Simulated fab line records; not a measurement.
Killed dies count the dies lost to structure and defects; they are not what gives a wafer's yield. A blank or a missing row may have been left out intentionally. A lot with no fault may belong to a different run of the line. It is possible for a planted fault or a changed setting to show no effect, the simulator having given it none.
Which tool did it?	flow berkeley cmos170	14 lots, 42 wafers sampled, at 2 steps of a route of 331

== WHAT THE GAUGES SHOWED, per wafer ==
UCB170_V1_BOW_MEAS_03.
lot	measured	on	V1_BOW (um)
L680	day 8 22:41	film metro-04	21 10 15
L681	day 8 22:41	film metro-02	12 8 26
L683	day 8 22:59	film metro-04	5 14 1
L685	day 10 08:29	film metro-04	25 9 25
L687	day 10 09:47	film metro-03	25 25 15
L686	day 10 10:05	film metro-02	12 25 21
L692	day 10 17:28	film metro-04	9 9 16
L691	day 10 18:49	film metro-03	27 30 18
L693	day 11 10:35	film metro-04	11 20 10
L698	day 12 16:15	film metro-04	20 1 8
L696	day 12 17:36	film metro-03	21 15 6
L699	day 12 23:32	film metro-02	29 27 16
L701	day 13 02:13	film metro-03	26 36 16
L703	day 13 17:21	film metro-02	20 17 14

UCB170_V1_THK_MEAS_04.
lot	measured	on	V1_POLISHED_THK (nm)
L680	day 8 22:49	film metro-04	1001.5 1000.4 1002.7
L681	day 8 22:49	film metro-02	1000.6 998.4 1001.5
L683	day 8 23:07	film metro-04	1000.7 998.7 999.4
L685	day 10 08:35	film metro-04	1000.5 999.7 998.2
L687	day 10 09:55	film metro-03	1000.9 1002.8 1001.1
L686	day 10 10:13	film metro-02	999.7 1000.5 999.1
L692	day 10 17:35	film metro-04	1001.5 1000.6 998.9
L691	day 10 18:56	film metro-03	1000.9 1002.0 1000.4
L693	day 11 10:42	film metro-04	999.8 999.3 999.2
L698	day 12 16:22	film metro-04	1001.0 1000.8 1000.5
L696	day 12 17:43	film metro-03	999.5 999.6 999.6
L699	day 12 23:40	film metro-02	1001.8 1001.3 999.1
L701	day 13 02:20	film metro-03	999.4 999.7 998.5
L703	day 13 17:27	film metro-02	999.9 1000.4 1001.3

== TOOL THAT RAN EACH LOT (tool first, then ch and the chambers of the sampled wafers, then the start) ==
Before these readings, the record contains no process step.

== WHAT THE TOOLS THEMSELVES READ (means of the sampled wafers that have a number; where no wafer has one, the mark that the record gives instead) ==
The record holds no such reading with a usual standard deviation.

== THE ANSWER, worked out from the rows above alone ==
Rule: what is usual is taken from the lots themselves. Put in order of their means at a reading, lots are off if they are a third of the lots or fewer, leave a main group of 4 or more, and stand apart from it by a gap of 3 or more times the standard deviation of the main group's means; of several such gaps the widest counts. Not used: any main group whose means are identical at the precision the tables above print for the reading. A lot without any number at a reading at which 4 lots or more have one is off too. Where the step has rows for the other lots, those lots are counted as sound. First the gauges in route order, then the tools' own readings, where a lot's mean is used as printed above. The first step at which some lot is off is used, and at that step the reading that is off furthest; a lot without a number counts as furthest.
No lot is off at any reading shown: from this, nothing can be told.

== WHAT THE SIMULATOR PUT IN ==
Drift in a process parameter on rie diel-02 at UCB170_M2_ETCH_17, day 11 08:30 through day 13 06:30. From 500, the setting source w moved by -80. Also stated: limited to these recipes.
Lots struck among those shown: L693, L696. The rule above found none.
